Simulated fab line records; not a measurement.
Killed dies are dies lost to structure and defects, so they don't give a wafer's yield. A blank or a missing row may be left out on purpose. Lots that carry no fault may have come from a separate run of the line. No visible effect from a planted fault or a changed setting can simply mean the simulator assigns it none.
Code-filled problem report in 8D (eight disciplines) form | flow ritCmos | the parts of the form that need people (team, actions taken, sign-off) are left out

## 1. WHAT WENT WRONG
At RIT_M1_METAL_ETCH_12, rfFwdPowerW averages 278.5 W over 6 wafers from 2 lots, while fault-free wafers read 249.0 W, standard deviation 0.74. Relative to the usual mean, that is a shift of +40 standard deviations.
The step: etches Al in Cl2/BCl3, stops on SiO2, time 165 s, target depth 600 nm.
Seen first at day 5 13:35 on rieMetal-01, wafer L452.3. The record holds 42 wafers of 14 lots with a number at this step. By rule, "out" or "out of limits" means more than 4 standard deviations away from the usual mean. Any other wafer with a number is counted as sound.

## 2. WHAT IT IS; WHAT IT IS NOT
question                    | is                     | is not
which readings at this step | rfFwdPowerW            | drypumpMotorCurrentA, oesProductAu, throttleValvePct
which lots                  | L452, L453             | L443, L444, L445, L446, L447, L448, L457, L460, L462, L463, L465, L466
which wafers of those lots  | all that have a number | -
read on which tools         | rieMetal-01            | rieMetal-02, rieMetal-04
when                        | from day 5 13:35       | up to then (18 sound wafers); but 18 sound wafers of L457, L460, L462, L463, L465, L466 came after

## 3. WHAT RULES OUT EACH SUSPECT
Counting: any tool at a process step up to the reading is kept as a suspect provided that every lot that is out went through it and no sound lot did after the first of them.
- rieMetal-01 at RIT_M1_METAL_ETCH_12 (etches Al in Cl2/BCl3, stops on SiO2, time 165 s, target depth 600 nm): kept. It processed each lot that is out, first L452 at day 5 13:35, and no sound lot thereafter; up to then, the last sound lot it processed was L447 at day 4 18:39. Its own readings are out on those wafers: rfFwdPowerW.
After counting, what remains is rieMetal-01 at RIT_M1_METAL_ETCH_12.

## 4. THE CAUSE (what the simulator had put in)
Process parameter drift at RIT_M1_METAL_ETCH_12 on rieMetal-01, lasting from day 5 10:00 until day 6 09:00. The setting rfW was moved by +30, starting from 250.
This tool alone remained once counting was done.

## 5. THE CHAIN OF EFFECTS, in route order
Each row: a reading where the mean over the struck wafers with a number is more than 3 standard deviations away from the usual. Readings are gone through only where the record gives a usual standard deviation; hours: the median, over the lots, of the time from a lot's start at the first step in this table giving one to that lot's start at this step; sigmas: the change measured in usual standard deviations.
hours | step                 | reading     | usual   | on struck wafers | change | sigmas
0     | RIT_M1_METAL_ETCH_12 | rfFwdPowerW | 249.0 W | 278.5            | +29.5  | +40
Process steps it contains:
- RIT_M1_METAL_ETCH_12: etches Al in Cl2/BCl3, stops on SiO2, time 165 s, target depth 600 nm.

## 6. HOW IT WOULD HAVE BEEN CAUGHT EARLIER
In this record no reading fell out of limits until day 5 13:35, 4 hours after the fault had begun at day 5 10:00.
